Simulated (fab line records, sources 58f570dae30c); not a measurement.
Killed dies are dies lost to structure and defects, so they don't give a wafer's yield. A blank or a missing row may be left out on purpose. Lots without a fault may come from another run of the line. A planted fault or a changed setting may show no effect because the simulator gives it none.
fab line records | flow berkeley_cmos170
record lots=5 wafers=15 last_day=10
route steps=331 shown NSD@198 BACKSIDE@199 SDANNEAL@204 PSD@206 PLDD@208 NLDD@209 SILICIDE@210 CONTACT@216
lots that met no fault: from a run of the same line without faults
start_h: hours from the record's first day to the start of the lot's first wafer shown | wait_h: hours since the lot's step before | " the same as in the row above | L1.1+2: a row that stands for several wafers | - no value, or no start given | * or withheld: withheld | < > ~ a bound
route shown NAME@n: a module of which the file shows steps, and the number in the route of the first | usual: mean/standard deviation of fault-free wafers | same: alike in all rows | chamber/n: place in a boat | sites: the reading at each site | _std_site: their standard deviation | _edge_site: outer sites' mean less inner sites' | radius_mm: how far each site lies from the wafer's centre | mask NAME#n: copy n | behind: the tool/chamber that last shaped the wafer | hold: why the lot was held/for how many hours/how that ended | device: the transistor (n, p or np) that didn't switch | end of line: the same wafers' tests at the end of the route | a step without rows: its recipe alone | killed: dies lost to structure and defects at the first sort, not the wafer's yield | map: a wafer's dies, x killed, . not, _ none there
set.NAME: the setting as run; set.NAME@STEP: as run at that earlier step | model.NAME: the simulator's own value behind a step, which no gauge read
lots at some steps of the route; a table a step, a row a wafer
services: from which hour (start_h, from the record's first day; less than 0 if before it) a tool's chamber was out of use, for how many hours, and why
## steps
# step UCB170_NSD_CLEAN_11
# recipe chemistry=SPM temp_c=120 time_s=600
# columns lot.wafer tool chamber start_h wait_h
L075.2+4+5 wet_bench-03 2 151.43 0.0
L080.1+5+6 wet_bench-03 2 164.90 0.1
L077.1+3+5 wet_bench-03 3 166.23 0.1
L088.3+4+5 wet_bench-01 0 205.08 0.0
L087.3+4+6 wet_bench-03 1 205.33 0.0
# step UCB170_BACKSIDE_HMDS_00
# recipe prime_time_s=60 prime_temp_c=100
# usual prime_temp_c=100.01/0.13
# columns lot.wafer tool chamber start_h wait_h prime_temp_c
L075.2 litho_track-01 0 152.16 0.5 100.04
L075.4 " 0 " " 100.10
L075.5 " 0 " " 100.16
L080.1 litho_track-02 0 165.26 0.2 99.98
L080.5 " 0 " " 100.12
L080.6 " 0 " " 99.89
L077.1 litho_track-02 0 166.41 0.0 99.99
L077.3 " 0 " " 99.84
L077.5 " 0 " " 99.95
L088.3 litho_track-01 0 205.62 0.4 100.04
L088.4 " 0 " " 100.13
L088.5 " 0 " " 100.09
L087.3 litho_track-02 0 205.74 0.2 100.08
L087.4 " 0 " " 100.29
L087.6 " 0 " " 100.07
# step UCB170_BACKSIDE_COAT_01
# recipe resist=KrF spin_rpm=1500 resist_thk_nm=900
# columns lot.wafer tool chamber start_h wait_h
L075.2+4+5 litho_track-01 0 152.31 0.1
L080.1+5+6 litho_track-02 0 165.41 0.1
L077.1+3+5 litho_track-02 0 166.56 0.1
L088.3+4+5 litho_track-01 0 205.77 0.1
L087.3+4+6 litho_track-02 0 205.89 0.1
# step UCB170_BACKSIDE_SOFTBAKE_02
# recipe resist=KrF temp_c=130 time_s=60
# columns lot.wafer tool chamber start_h wait_h
L075.2+4+5 litho_track-01 0 152.46 0.1
L080.1+5+6 litho_track-02 0 165.56 0.1
L077.1+3+5 litho_track-02 0 166.71 0.1
L088.3+4+5 litho_track-01 0 205.92 0.1
L087.3+4+6 litho_track-02 0 206.04 0.1
# step UCB170_BACKSIDE_STRIP_03
# recipe chemistry=O2 power_w=400 pressure_mtorr=3500 platen_temp_c=withheld o2_flow_sccm=400 overash_fraction=0.5
# usual chamber_pressure_mTorr=3500/3.1 drypump_motor_current_A=6.1/0.34 oes_product_au=0.734/0.0044 strip_time_to_endpoint_s=21.98/0.06
# columns lot.wafer tool chamber start_h wait_h chamber_pressure_mTorr drypump_motor_current_A oes_product_au rf_hours_counter_h strip_time_to_endpoint_s
L075.2 plasma_asher-02 1 152.59 0.1 3499 5.5 0.734 4 22.02
L075.4 " 1 " " 3498 5.5 0.729 - 22.01
L075.5 " 0 " " 3502 6.4 0.738 - 21.93
L080.1 plasma_asher-04 0 165.71 0.1 3503 6.0 0.733 38 22.11
L080.5 " 1 " " 3495 6.6 0.726 - 22.03
L080.6 " 0 " " 3503 6.1 0.730 - 22.06
L077.1 plasma_asher-02 1 166.86 0.1 3498 5.5 0.737 6 21.98
L077.3 " 1 " " 3501 5.5 0.740 - 22.00
L077.5 " 0 " " 3497 6.4 0.741 - 22.01
L088.3 plasma_asher-01 1 206.05 0.1 3502 5.9 0.740 - 21.96
L088.4 " 0 " " 3500 6.2 0.737 - 21.90
L088.5 " 0 " " 3495 6.1 0.736 - 21.91
L087.3 plasma_asher-02 0 206.18 0.1 3501 6.3 0.740 - 21.94
L087.4 " 1 " " 3501 5.5 0.741 - 21.88
L087.6 " 0 " " 3505 6.4 0.733 - 21.94
# step UCB170_BACKSIDE_CLEAN_04
# recipe chemistry=SPM temp_c=120 time_s=600
# columns lot.wafer tool chamber start_h wait_h
L075.2+4+5 wet_bench-03 2 152.82 0.2
L080.1+5+6 wet_bench-02 1 165.81 0.1
L077.1+3+5 wet_bench-03 3 166.96 0.1
L087.3+4+6 wet_bench-04 3 206.25 0.0
L088.3+4+5 wet_bench-04 3 206.25 0.2
# step UCB170_SDANNEAL_RTA_00
# recipe temp_c=900 time_s=10 ambient=N2
# usual lamp_power_pct=25.8/2 wafer_temp_C_max=905.4/1.7
# columns lot.wafer tool chamber start_h wait_h lamp_power_pct wafer_temp_C_max
L075.2 rtp_anneal-02 0 153.02 0.0 27.9 904.3
L075.4 " 0 " " 27.9 902.1
L075.5 " 0 " " 27.8 904.4
L080.1 rtp_anneal-02 0 165.98 0.0 27.9 904.1
L080.5 " 0 " " 27.8 903.0
L080.6 " 0 " " 27.8 904.4
L077.1 rtp_anneal-01 0 167.14 0.0 23.7 907.2
L077.3 " 0 " " 23.8 906.6
L077.5 " 0 " " 23.7 907.8
L087.3 rtp_anneal-02 0 206.45 0.0 27.8 902.7
L087.4 " 0 " " 27.9 905.6
L087.6 " 0 " " 27.8 903.1
L088.3 rtp_anneal-01 0 206.45 0.0 23.8 905.4
L088.4 " 0 " " 23.8 907.2
L088.5 " 0 " " 23.7 906.1
# step UCB170_SDANNEAL_RTA_01
# recipe temp_c=1050 time_s=5 ambient=N2
# usual lamp_power_pct=40/3.2 wafer_temp_C_max=1056.2/1.9
# columns lot.wafer tool chamber start_h wait_h lamp_power_pct wafer_temp_C_max
L075.2 rtp_anneal-02 0 153.09 0.1 43 1055.1
L075.4 " 0 " " 43 1054.0
L075.5 " 0 " " 43 1054.3
L080.1 rtp_anneal-02 0 166.05 0.1 43 1054.7
L080.5 " 0 " " 43 1053.9
L080.6 " 0 " " 43 1054.0
L077.1 rtp_anneal-01 0 167.20 0.1 37 1056.1
L077.3 " 0 " " 37 1054.7
L077.5 " 0 " " 37 1058.4
L087.3 rtp_anneal-02 0 206.51 0.1 43 1053.3
L087.4 " 0 " " 43 1054.8
L087.6 " 0 " " 43 1055.3
L088.3 rtp_anneal-01 0 206.51 0.1 37 1057.7
L088.4 " 0 " " 37 1056.6
L088.5 " 0 " " 37 1057.4
# step UCB170_SDANNEAL_RS_MEAS_02
# recipe thk_meas_gauge=four-point-probe
# usual PSD_RS=75.6/0.3
# columns lot.wafer tool chamber start_h wait_h PSD_RS[ohm/sq]
L075.2 film_metro-01 - 153.20 0.1 75.8
L075.4 " - " " 75.8
L075.5 " - " " 75.9
L080.1 film_metro-02 - 166.11 0.0 75.7
L080.5 " - " " 75.4
L080.6 " - " " 75.8
L077.1 film_metro-04 - 167.26 0.0 75.0
L077.3 " - " " 75.2
L077.5 " - " " 75.0
L088.3 film_metro-02 - 206.59 0.1 75.2
L088.4 " - " " 75.3
L088.5 " - " " 75.7
L087.3 film_metro-01 - 206.61 0.1 75.8
L087.4 " - " " 76.1
L087.6 " - " " 76.1
# step UCB170_SDANNEAL_RS_MEAS_03
# recipe thk_meas_gauge=four-point-probe
# usual NSD_RS=37.33/0.083
# columns lot.wafer tool chamber start_h wait_h NSD_RS[ohm/sq]
L075.2 film_metro-01 - 153.32 0.1 37.47
L075.4 " - " " 37.43
L075.5 " - " " 37.37
L080.1 film_metro-02 - 166.23 0.1 37.32
L080.5 " - " " 37.28
L080.6 " - " " 37.23
L077.1 film_metro-04 - 167.38 0.1 37.30
L077.3 " - " " 37.35
L077.5 " - " " 37.25
L088.3 film_metro-02 - 206.71 0.1 37.30
L088.4 " - " " 37.28
L088.5 " - " " 37.33
L087.3 film_metro-01 - 206.73 0.1 37.45
L087.4 " - " " 37.44
L087.6 " - " " 37.38
# step UCB170_SDANNEAL_RS_MEAS_04
# recipe thk_meas_gauge=four-point-probe
# usual PLDD_RS=1033.8/2.9
# columns lot.wafer tool chamber start_h wait_h PLDD_RS[ohm/sq]
L075.2 film_metro-01 - 153.44 0.1 1035.0
L075.4 " - " " 1032.3
L075.5 " - " " 1038.8
L080.1 film_metro-02 - 166.35 0.1 1033.8
L080.5 " - " " 1031.4
L080.6 " - " " 1031.2
L077.1 film_metro-04 - 167.50 0.1 1031.8
L077.3 " - " " 1034.4
L077.5 " - " " 1034.7
L088.3 film_metro-02 - 206.83 0.1 1035.2
L088.4 " - " " 1031.9
L088.5 " - " " 1028.3
L087.3 film_metro-01 - 206.85 0.1 1038.8
L087.4 " - " " 1035.2
L087.6 " - " " 1040.3
# step UCB170_SDANNEAL_RS_MEAS_05
# recipe thk_meas_gauge=four-point-probe
# usual NLDD_RS=617.2/1.7
# columns lot.wafer tool chamber start_h wait_h NLDD_RS[ohm/sq]
L075.2 film_metro-01 - 153.56 0.1 617.5
L075.4 " - " " 617.4
L075.5 " - " " 618.9
L080.1 film_metro-02 - 166.47 0.1 614.1
L080.5 " - " " 615.2
L080.6 " - " " 613.8
L077.1 film_metro-04 - 167.62 0.1 617.1
L077.3 " - " " 616.5
L077.5 " - " " 617.7
L088.3 film_metro-02 - 206.95 0.1 615.7
L088.4 " - " " 615.2
L088.5 " - " " 616.3
L087.3 film_metro-01 - 206.97 0.1 616.7
L087.4 " - " " 618.4
L087.6 " - " " 618.7
# step UCB170_SILICIDE_PRE_CLEAN_00
# recipe gas=Ar preclean_etch_time_s=60
# columns lot.wafer tool chamber start_h wait_h
L075.2+4+5 pvd_sputter-02 - 153.66 0.1
L080.1+5+6 pvd_sputter-01 - 166.59 0.1
L077.1+3+5 pvd_sputter-03 - 167.74 0.1
L088.3+4+5 pvd_sputter-03 - 207.03 0.1
L087.3+4+6 pvd_sputter-01 - 207.05 0.1
# step UCB170_SILICIDE_SPUTTER_01
# recipe material=Ti target_thk_nm=30 time_s=25 power_w=1500 chamber_pressure_pa=0.5
# usual throttle_valve_pct=29.8/1.1
# columns lot.wafer tool chamber start_h wait_h throttle_valve_pct
L075.2 pvd_sputter-02 - 153.73 0.0 27.9
L075.4 " - " " 28.6
L075.5 " - " " 29.0
L080.1 pvd_sputter-01 - 166.66 0.0 31.1
L080.5 " - " " 28.7
L080.6 " - " " 30.4
L077.1 pvd_sputter-03 - 167.81 0.0 28.9
L077.3 " - " " 31.3
L077.5 " - " " 31.6
L088.3 pvd_sputter-03 - 207.10 0.0 29.1
L088.4 " - " " 31.7
L088.5 " - " " 31.7
L087.3 pvd_sputter-01 - 207.12 0.0 28.9
L087.4 " - " " 30.6
L087.6 " - " " 30.5
# step UCB170_SILICIDE_RS_MEAS_02
# recipe thk_meas_gauge=four-point-probe reads=Ti_of_SILICIDE_SPUTTER_01
# usual SILICIDE_TI_RS=26.0/0.32
# columns lot.wafer tool chamber start_h wait_h SILICIDE_TI_RS[ohm/sq]
L075.2 film_metro-02 - 153.78 0.0 25.3
L075.4 " - " " 25.4
L075.5 " - " " 25.5
L080.1 film_metro-03 - 166.69 0.0 26.0
L080.5 " - " " 26.1
L080.6 " - " " 25.7
L077.1 film_metro-04 - 167.84 0.0 26.3
L077.3 " - " " 26.7
L077.5 " - " " 26.3
L088.3 film_metro-02 - 207.17 0.1 26.5
L088.4 " - " " 26.7
L088.5 " - " " 26.3
L087.3 film_metro-03 - 207.19 0.1 25.9
L087.4 " - " " 26.1
L087.6 " - " " 25.9
# step UCB170_SILICIDE_THK_MEAS_03
# recipe thk_meas_gauge=xrf reads=Ti_of_SILICIDE_SPUTTER_01
# usual SILICIDE_TI_THK=30.2/0.35
# columns lot.wafer tool chamber start_h wait_h SILICIDE_TI_THK[nm]
L075.2 film_metro-02 - 153.89 0.1 31.0
L075.4 " - " " 31.1
L075.5 " - " " 30.6
L080.1 film_metro-03 - 166.81 0.1 30.2
L080.5 " - " " 30.1
L080.6 " - " " 30.5
L077.1 film_metro-04 - 167.96 0.1 30.4
L077.3 " - " " 29.8
L077.5 " - " " 30.0
L088.3 film_metro-02 - 207.27 0.1 29.7
L088.4 " - " " 29.4
L088.5 " - " " 29.8
L087.3 film_metro-03 - 207.29 0.1 30.2
L087.4 " - " " 30.0
L087.6 " - " " 30.3
# step UCB170_SILICIDE_RTA_04
# recipe temp_c=650 time_s=15 ambient=N2
# usual lamp_power_pct=11.2/0.86 wafer_temp_C_max=653.6/1.2
# columns lot.wafer tool chamber start_h wait_h lamp_power_pct wafer_temp_C_max
L075.2 rtp_anneal-02 0 153.95 0.1 11.9 652.8
L075.4 " 0 " " 11.9 652.6
L075.5 " 0 " " 11.9 653.7
L080.1 rtp_anneal-02 0 166.87 0.1 11.9 652.0
L080.5 " 0 " " 11.9 653.1
L080.6 " 0 " " 11.9 653.2
L077.1 rtp_anneal-01 0 168.02 0.1 10.2 654.2
L077.3 " 0 " " 10.2 655.4
L077.5 " 0 " " 10.2 655.2
L088.3 rtp_anneal-01 0 207.34 0.1 10.2 654.5
L088.4 " 0 " " 10.2 654.9
L088.5 " 0 " " 10.2 653.9
L087.3 rtp_anneal-02 0 207.36 0.1 11.9 652.0
L087.4 " 0 " " 11.9 652.6
L087.6 " 0 " " 11.9 652.2
# step UCB170_SILICIDE_WET_ETCH_05
# recipe chemistry=SPM time_s=45 temp_c=120 target=Ti
# columns lot.wafer tool chamber start_h wait_h
L075.2+4+5 wet_bench-03 2 154.30 0.3
L080.1+5+6 wet_bench-03 1 166.94 0.1
L077.1+3+5 wet_bench-03 0 168.09 0.1
L087.3+4+6 wet_bench-03 0 207.50 0.1
L088.3+4+5 wet_bench-03 0 207.50 0.2
# step UCB170_CONTACT_CLEAN_00
# recipe chemistry=SPM temp_c=120 time_s=600
# columns lot.wafer tool chamber start_h wait_h
L075.2+4+5 wet_bench-03 1 154.33 0.0
L080.1+5+6 wet_bench-01 2 166.97 0.0
L077.1+3+5 wet_bench-03 3 168.11 0.0
L087.3+4+6 wet_bench-03 3 207.52 0.0
L088.3+4+5 wet_bench-03 0 207.52 0.0
# step UCB170_CONTACT_CVD_01
# recipe material=PSG target_thk_nm=700 temp_c=450 precursor=SiH4/O2/PH3 time_s=2820 pressure_mtorr=300 sih4_flow_sccm=60 o2_flow_sccm=90 ph3_flow_sccm=25
# columns lot.wafer tool chamber start_h wait_h
L075.2+4+5 lpcvd-02 1 155.77 1.2
L080.1+5+6 lpcvd-01 1 167.48 0.3
L077.1+3+5 lpcvd-02 1 168.40 0.1
L087.3+4+6 lpcvd-02 0 208.54 0.8
L088.3+4+5 lpcvd-02 0 208.54 0.8
# step UCB170_CONTACT_THK_MEAS_02
# recipe reads=PSG_of_CONTACT_CVD_01
# usual CONTACT_PSG_THK=702/9
# columns lot.wafer tool chamber start_h wait_h CONTACT_PSG_THK[nm]
L075.2 film_metro-01 - 158.45 0.0 700
L075.4 " - " " 706
L075.5 " - " " 701
L080.1 film_metro-01 - 169.27 0.0 702
L080.5 " - " " 702
L080.6 " - " " 706
L077.1 film_metro-01 - 170.18 0.0 680
L077.3 " - " " 682
L077.5 " - " " 686
L087.3 film_metro-03 - 210.34 0.0 701
L087.4 " - " " 700
L087.6 " - " " 700
L088.3 film_metro-01 - 210.39 0.1 681
L088.4 " - " " 691
L088.5 " - " " 687
# step UCB170_CONTACT_HMDS_03
# recipe prime_time_s=60 prime_temp_c=100
# usual prime_temp_c=100.01/0.15
# columns lot.wafer tool chamber start_h wait_h prime_temp_c
L075.2 litho_track-02 0 158.71 0.2 100.01
L075.4 " 0 " " 100.03
L075.5 " 0 " " 100.02
L080.1 litho_track-04 0 169.36 0.1 100.22
L080.5 " 0 " " 100.06
L080.6 " 0 " " 99.99
L077.1 litho_track-04 0 170.24 0.1 100.01
L077.3 " 0 " " 100.20
L077.5 " 0 " " 100.10
L087.3 litho_track-03 0 210.46 0.1 99.92
L087.4 " 0 " " 100.05
L087.6 " 0 " " 100.00
L088.3 litho_track-02 0 210.61 0.2 99.93
L088.4 " 0 " " 99.81
L088.5 " 0 " " 100.09
# step UCB170_CONTACT_COAT_04
# recipe resist=KrF spin_rpm=1500 resist_thk_nm=900
# columns lot.wafer tool chamber start_h wait_h
L075.2+4+5 litho_track-02 0 158.86 0.1
L080.1+5+6 litho_track-04 0 169.51 0.1
L077.1+3+5 litho_track-04 0 170.39 0.1
L087.3+4+6 litho_track-03 0 210.61 0.1
L088.3+4+5 litho_track-02 0 210.76 0.1
# step UCB170_CONTACT_SOFTBAKE_05
# recipe resist=KrF temp_c=130 time_s=60
# columns lot.wafer tool chamber start_h wait_h
L075.2+4+5 litho_track-02 0 159.01 0.1
L080.1+5+6 litho_track-04 0 169.66 0.1
L077.1+3+5 litho_track-04 0 170.54 0.1
L087.3+4+6 litho_track-03 0 210.76 0.1
L088.3+4+5 litho_track-02 0 210.91 0.1
# step UCB170_CONTACT_STRIP_06
# recipe chemistry=O2 power_w=400 pressure_mtorr=3500 platen_temp_c=withheld o2_flow_sccm=400 overash_fraction=0.5
# usual chamber_pressure_mTorr=3500/3.1 drypump_motor_current_A=5.8/0.42 oes_product_au=0.734/0.0044 strip_time_to_endpoint_s=21.96/0.06
# columns lot.wafer tool chamber start_h wait_h chamber_pressure_mTorr drypump_motor_current_A oes_product_au rf_hours_counter_h strip_time_to_endpoint_s
L075.2 plasma_asher-02 1 159.13 0.1 3501 5.5 0.740 5 22.12
L075.4 " 1 " " 3500 5.4 0.736 - 22.10
L075.5 " 1 " " 3500 5.5 0.732 - 22.10
L080.1 plasma_asher-02 0 169.81 0.1 3497 6.4 0.733 6 21.91
L080.5 " 0 " " 3502 6.4 0.731 - 21.99
L080.6 " 1 " " 3496 5.5 0.738 - 22.00
L077.1 plasma_asher-01 0 170.69 0.1 3504 6.2 0.731 49 21.91
L077.3 " 0 " " 3501 6.2 0.737 - 21.95
L077.5 " 1 " " 3501 5.9 0.734 - 21.95
L087.3 plasma_asher-01 1 210.90 0.1 3501 5.9 0.738 - 21.99
L087.4 " 0 " " 3502 6.2 0.734 - 21.99
L087.6 " 1 " " 3501 5.9 0.734 - 21.95
L088.3 plasma_asher-03 0 211.05 0.1 3495 5.1 0.747 - 21.95
L088.4 " 1 " " 3500 5.5 0.735 - 22.01
L088.5 " 1 " " 3500 5.4 0.731 - 21.93
# step UCB170_CONTACT_CLEAN_07
# recipe chemistry=SPM temp_c=120 time_s=600
# columns lot.wafer tool chamber start_h wait_h
L075.2+4+5 wet_bench-04 1 159.27 0.1
L080.1+5+6 wet_bench-04 2 170.69 0.8
L077.1+3+5 wet_bench-04 3 170.91 0.2
L087.3+4+6 wet_bench-03 1 210.96 0.0
L088.3+4+5 wet_bench-01 3 211.15 0.1
# step UCB170_CONTACT_RTA_08
# recipe temp_c=900 time_s=10 ambient=N2
# usual lamp_power_pct=25.6/2 wafer_temp_C_max=905.4/1.7
# columns lot.wafer tool chamber start_h wait_h lamp_power_pct wafer_temp_C_max
L075.2 rtp_anneal-01 0 159.46 0.0 23.8 907.6
L075.4 " 0 " " 23.7 905.5
L075.5 " 0 " " 23.8 906.1
L080.1 rtp_anneal-02 0 170.87 0.0 27.9 904.4
L080.5 " 0 " " 27.8 902.6
L080.6 " 0 " " 27.9 902.2
L077.1 rtp_anneal-01 0 171.08 0.0 23.8 905.5
L077.3 " 0 " " 23.7 907.4
L077.5 " 0 " " 23.8 907.2
L087.3 rtp_anneal-02 0 211.18 0.0 27.8 902.6
L087.4 " 0 " " 27.8 905.8
L087.6 " 0 " " 27.8 903.0
L088.3 rtp_anneal-01 0 211.35 0.0 23.8 905.1
L088.4 " 0 " " 23.7 907.5
L088.5 " 0 " " 23.8 906.8
# step UCB170_CONTACT_COAT_09
# recipe resist=BARC temp_c=withheld time_s=withheld spin_rpm=3000 resist_thk_nm=withheld
# columns lot.wafer tool chamber start_h wait_h
L075.2+4+5 litho_track-02 0 160.06 0.6
L080.1+5+6 litho_track-02 0 170.97 0.1
L077.1+3+5 litho_track-03 0 171.30 0.2
L087.3+4+6 litho_track-02 0 211.96 0.8
L088.3+4+5 litho_track-04 0 212.15 0.8
# step UCB170_CONTACT_COAT_10
# recipe resist=KrF spin_rpm=1500 resist_thk_nm=900
# columns lot.wafer tool chamber start_h wait_h
L075.2+4+5 litho_track-02 0 - -
L080.1+5+6 litho_track-02 0 - -
L077.1+3+5 litho_track-03 0 - -
L087.3+4+6 litho_track-02 0 - -
L088.3+4+5 litho_track-04 0 - -
# step UCB170_CONTACT_SOFTBAKE_11
# recipe resist=KrF temp_c=130 time_s=60
# columns lot.wafer tool chamber start_h wait_h
L075.2+4+5 litho_track-02 0 - -
L080.1+5+6 litho_track-02 0 - -
L077.1+3+5 litho_track-03 0 - -
L087.3+4+6 litho_track-02 0 - -
L088.3+4+5 litho_track-04 0 - -
# step UCB170_CONTACT_EXPOSE_12
# recipe mask_id=CONT target_cd_nm=700 na=0.5 sigma_outer=0.6 source_shape=conventional dose_mj=35
# columns lot.wafer tool chamber start_h wait_h mask
L075.2+4+5 krf_scanner-02 0 160.63 - CONT#0
L080.1+5+6 krf_scanner-02 0 171.42 - CONT#0
L077.1+3+5 krf_scanner-01 0 171.88 - CONT#0
L087.3+4+6 krf_scanner-02 0 212.53 - CONT#0
L088.3+4+5 krf_scanner-01 0 212.77 - CONT#0
# step UCB170_CONTACT_PEB_13
# recipe peb_temp_c=130 peb_time_s=withheld resist=KrF
# columns lot.wafer tool chamber start_h wait_h
L075.2+4+5 litho_track-04 0 161.15 0.5
L080.1+5+6 litho_track-04 0 171.75 0.3
L077.1+3+5 litho_track-02 0 172.32 0.4
L087.3+4+6 litho_track-04 0 213.15 0.6
L088.3+4+5 litho_track-03 0 213.36 0.6
# step UCB170_CONTACT_DEVELOP_14
# recipe developer=TMAH develop_time_s=45 resist=KrF dev_temp_c=21
# columns lot.wafer tool chamber start_h wait_h
L075.2+4+5 litho_track-04 0 - -
L080.1+5+6 litho_track-04 0 - -
L077.1+3+5 litho_track-02 0 - -
L087.3+4+6 litho_track-04 0 - -
L088.3+4+5 litho_track-03 0 - -
# step UCB170_CONTACT_CD_MEAS_15
# recipe target_cd_nm=700
# usual cd_nm=699.5/1.5
# columns lot.wafer tool chamber start_h wait_h cd_nm
L075.2 cd_sem-02 - 161.42 - 700.2
L075.4 " - " " 700.7
L075.5 " - " " 700.3
L080.1 cd_sem-01 - 172.03 - 702.0
L080.5 " - " " 701.6
L080.6 " - " " 698.9
L077.1 cd_sem-02 - 172.59 - 699.6
L077.3 " - " " 699.2
L077.5 " - " " 700.4
L087.3 cd_sem-02 - 213.41 - 699.7
L087.4 " - " " 699.8
L087.6 " - " " 701.3
L088.3 cd_sem-01 - 213.63 - 702.8
L088.4 " - " " 701.6
L088.5 " - " " 702.8
# step UCB170_CONTACT_OVL_MEAS_16
# usual CONTACT_OVL=-3/5
# columns lot.wafer tool chamber start_h wait_h CONTACT_OVL[nm]
L075.2 overlay-02 - 161.53 0.1 -17
L075.4 " - " " -7
L075.5 " - " " -12
L080.1 overlay-02 - 172.15 0.1 -6
L080.5 " - " " -10
L080.6 " - " " -8
L077.1 overlay-02 - 172.71 0.1 -5
L077.3 " - " " -2
L077.5 " - " " 4
L087.3 overlay-02 - 213.51 0.1 0
L087.4 " - " " 11
L087.6 " - " " 1
L088.3 overlay-02 - 213.72 0.1 -8
L088.4 " - " " -4
L088.5 " - " " -4
# step UCB170_CONTACT_ETCH_17
# recipe chemistry=N2/H2 target_depth_a=withheld overetch_a=withheld target=BARC time_s=withheld source_w=500 bias_w=100 pressure_mtorr=30 n2_flow_sccm=100 h2_flow_sccm=200
# usual chamber_pressure_mTorr=30.001/0.027 drypump_motor_current_A=5.8/0.45 oes_product_au=0.997/0.023 throttle_valve_pct=13.23/0.2
# columns lot.wafer tool chamber start_h wait_h chamber_pressure_mTorr drypump_motor_current_A oes_product_au throttle_valve_pct
L075.2 rie_diel-02 1 161.56 0.0 29.968 5.8 0.998 12.99
L075.4 " 2 " " 30.009 5.7 0.984 13.19
L075.5 " 1 " " 30.020 5.8 0.998 13.00
L080.1 rie_diel-02 2 172.19 0.0 29.999 5.7 0.974 13.18
L080.5 " 0 " " 30.018 6.3 0.980 13.23
L080.6 " 3 " " 29.980 5.8 0.993 13.42
L077.1 rie_diel-03 3 172.75 0.0 30.015 5.8 1.035 13.11
L077.3 " 2 " " 29.983 6.4 0.989 13.13
L077.5 " 1 " " 30.063 5.0 1.012 13.49
L087.3 rie_diel-01 2 213.54 0.0 30.031 6.0 0.980 13.62
L087.4 " 0 " " 29.936 6.1 1.000 13.12
L087.6 " 0 " " 29.987 6.1 1.004 13.13
L088.3 rie_diel-02 0 213.74 0.0 30.067 6.3 0.955 13.22
L088.4 " 2 " " 29.986 5.7 0.963 13.18
L088.5 " 0 " " 30.024 6.3 0.954 13.25
# step UCB170_CONTACT_ETCH_18
# recipe chemistry=CHF3/CF4/Ar target=PSG stop_on=TiSi2 CHF3_flow_sccm=45 cf4_flow_sccm=15 Ar_flow_sccm=150 pressure_mtorr=200 rf_w=700 target_depth_a=8400 over_etch_frac=0.2 time_s=195
# usual chamber_pressure_mTorr=200.01/0.19 drypump_motor_current_A=5.8/0.45 oes_product_au=0.892/0.015 throttle_valve_pct=6.87/0.13
# columns lot.wafer tool chamber start_h wait_h chamber_pressure_mTorr drypump_motor_current_A oes_product_au rf_hours_counter_h throttle_valve_pct
L075.2 rie_diel-02 1 - - 199.77 5.8 0.880 99 6.70
L075.4 " 2 " " 200.02 5.7 0.883 17 6.87
L075.5 " 1 " " 199.72 5.8 0.879 - 6.70
L080.1 rie_diel-02 2 - - 200.34 5.7 0.880 18 6.86
L080.5 " 0 " " 200.08 6.2 0.879 - 6.86
L080.6 " 3 " " 200.01 5.8 0.894 - 7.00
L077.1 rie_diel-03 3 - - 199.95 5.8 0.895 42 6.77
L077.3 " 2 " " 199.83 6.4 0.867 111 6.84
L077.5 " 1 " " 200.60 5.0 0.898 - 7.06
L087.3 rie_diel-01 2 - - 200.07 6.0 0.884 113 7.13
L087.4 " 0 " " 200.15 6.0 0.887 52 6.84
L087.6 " 0 " " 199.96 6.0 0.885 - 6.81
L088.3 rie_diel-02 0 - - 199.74 6.2 0.865 6 6.87
L088.4 " 2 " " 200.00 5.7 0.868 - 6.83
L088.5 " 0 " " 199.52 6.2 0.862 - 6.86
# step UCB170_CONTACT_STRIP_19
# recipe chemistry=O2 power_w=400 pressure_mtorr=3500 platen_temp_c=withheld o2_flow_sccm=400 overash_fraction=0.5
# usual chamber_pressure_mTorr=3500/3.2 drypump_motor_current_A=5.7/0.44 oes_product_au=0.725/0.0042
# columns lot.wafer tool chamber start_h wait_h chamber_pressure_mTorr drypump_motor_current_A oes_product_au rf_hours_counter_h
L075.2 plasma_asher-02 1 161.72 - 3505 5.5 0.727 5
L075.4 " 0 " " 3501 6.4 0.730 -
L075.5 " 0 " " 3499 6.4 0.720 -
L080.1 plasma_asher-01 0 172.35 - 3497 6.2 0.720 49
L080.5 " 1 " " 3495 5.9 0.731 -
L080.6 " 0 " " 3501 6.1 0.730 -
L077.1 plasma_asher-02 1 172.92 - 3497 5.5 0.718 7
L077.3 " 1 " " 3498 5.5 0.722 -
L077.5 " 0 " " 3497 6.4 0.718 -
L087.3 plasma_asher-03 0 213.74 - 3501 5.1 0.722 -
L087.4 " 1 " " 3501 5.5 0.720 -
L087.6 " 1 " " 3498 5.5 0.729 -
L088.3 plasma_asher-01 0 213.94 - 3501 6.2 0.721 -
L088.4 " 1 " " 3498 5.9 0.725 -
L088.5 " 1 " " 3498 5.9 0.720 -
# step UCB170_CONTACT_CD_MEAS_90
# recipe target_cd_nm=700
# usual cd_nm=699.4/1.6
# columns lot.wafer tool chamber start_h wait_h cd_nm
L075.2 cd_sem-02 - 161.84 0.1 699.4
L075.4 " - " " 699.5
L075.5 " - " " 700.1
L080.1 cd_sem-02 - 172.45 0.1 700.9
L080.5 " - " " 702.4
L080.6 " - " " 698.9
L077.1 cd_sem-02 - 173.02 0.1 699.8
L077.3 " - " " 699.0
L077.5 " - " " 701.2
L087.3 cd_sem-02 - 213.84 0.1 699.6
L087.4 " - " " 700.4
L087.6 " - " " 702.4
L088.3 cd_sem-01 - 214.05 0.1 702.7
L088.4 " - " " 701.3
L088.5 " - " " 703.5
# step UCB170_CONTACT_CLEAN_20
# recipe chemistry=SPM temp_c=120 time_s=600
# columns lot.wafer tool chamber start_h wait_h
L075.2+4+5 wet_bench-03 3 162.09 0.2
L080.1+5+6 wet_bench-04 3 172.60 0.1
L077.1+3+5 wet_bench-03 3 173.14 0.1
L087.3+4+6 wet_bench-03 1 213.92 0.1
L088.3+4+5 wet_bench-01 0 214.13 0.1
## services
# columns tool chamber start_h hours kind
krf_scanner-01 - 141.52 0.8 repair
rie_diel-01 - 147.94 4.0 pm
pvd_sputter-03 - 151.56 8.8 repair
rie_diel-01 2 160.63 11.7 repair
pvd_sputter-02 - 164.89 4.5 repair
plasma_asher-03 - 165.06 2.8 pm
plasma_asher-03 - 176.56 14.6 pm
krf_scanner-02 0 177.97 - calibration
krf_scanner-02 - 183.70 0.8 pm
pvd_sputter-02 - 186.86 0.5 repair
krf_scanner-02 - 193.13 2.4 repair
wet_bench-03 - 205.57 1.4 repair
rie_diel-02 3 209.80 4.0 repair
rie_diel-02 - 209.83 1.9 repair
## key
fault none
